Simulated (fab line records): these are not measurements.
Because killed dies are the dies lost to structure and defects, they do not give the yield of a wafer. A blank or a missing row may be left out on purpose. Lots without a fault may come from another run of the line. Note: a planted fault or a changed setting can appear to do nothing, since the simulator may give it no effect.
2 desks, one fault -- flow rit cmos -- what lay behind the numbers comes last; until then each desk has only its own

DESK OF THE TOOL OWNER: implanter-01
The tool's own readings at RIT_NSD_IMPLANT_08: means of the sampled wafers that have a number, for each lot that ran on this tool. The brackets show how far a lot's mean lies from the usual mean; more than 4 standard deviations puts the lot out of limits, marked OUT.
Columns: A = tilt deg at RIT_NSD_IMPLANT_08, usual 7.003 degrees
lot,first seen here,A
L283,day 3 18:31,7.023
L287,day 4 15:23,7.007
L288,day 4 20:24,8.549 (+81) OUT
L292,day 5 18:57,8.525 (+80) OUT
This desk's finding: out of limits on L288, L292; first on L288, day 4 20:24 (tilt deg at RIT_NSD_IMPLANT_08). L283, L287: within limits.

METROLOGY DESK
What the gauges read for every lot (on any tool): the sampled wafers with a number, averaged. The brackets show how far a lot's mean lies from the usual mean; more than 4 standard deviations puts the lot out of limits, marked OUT.
Columns: A = NSD_RS at RIT_SDANNEAL_RS_MEAS_05, usual 83.05 ohm/sq
lot,first seen here,A
L281,day 3 08:50,83.33
L282,day 3 13:31,83.52
L283,day 3 21:00,83.02
L285,day 4 02:12,82.93
L286,day 4 11:16,82.89
L287,day 4 17:52,82.92
L290,day 5 06:09,83.18
L295,day 6 06:55,83.03
L296,day 6 14:59,83.52
L298,day 6 23:22,83.06
L301,day 7 11:11,83.09
L302,day 7 16:17,82.93
This desk found nothing out of limits on any of the 12 lots.

ALL TOGETHER
At day 4 20:24, on L288, L292, the tool owner's desk was in a position to raise an alarm.
From the metrology desk's view, nothing was out of limits.
The metrology desk has no number on record for L288, L292.
On implanter-01, each named lot ran RIT_NSD_IMPLANT_08.

WHAT WAS PUT IN BY THE SIMULATOR
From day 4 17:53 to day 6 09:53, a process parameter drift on implanter-01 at RIT_NSD_IMPLANT_08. Setting tilt deg shifted by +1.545 from 7. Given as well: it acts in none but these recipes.
Struck lots among those shown: L288, L292.
Delay in hours, fault start to first out-of-limits reading, by desk: the tool owner's desk at 3.
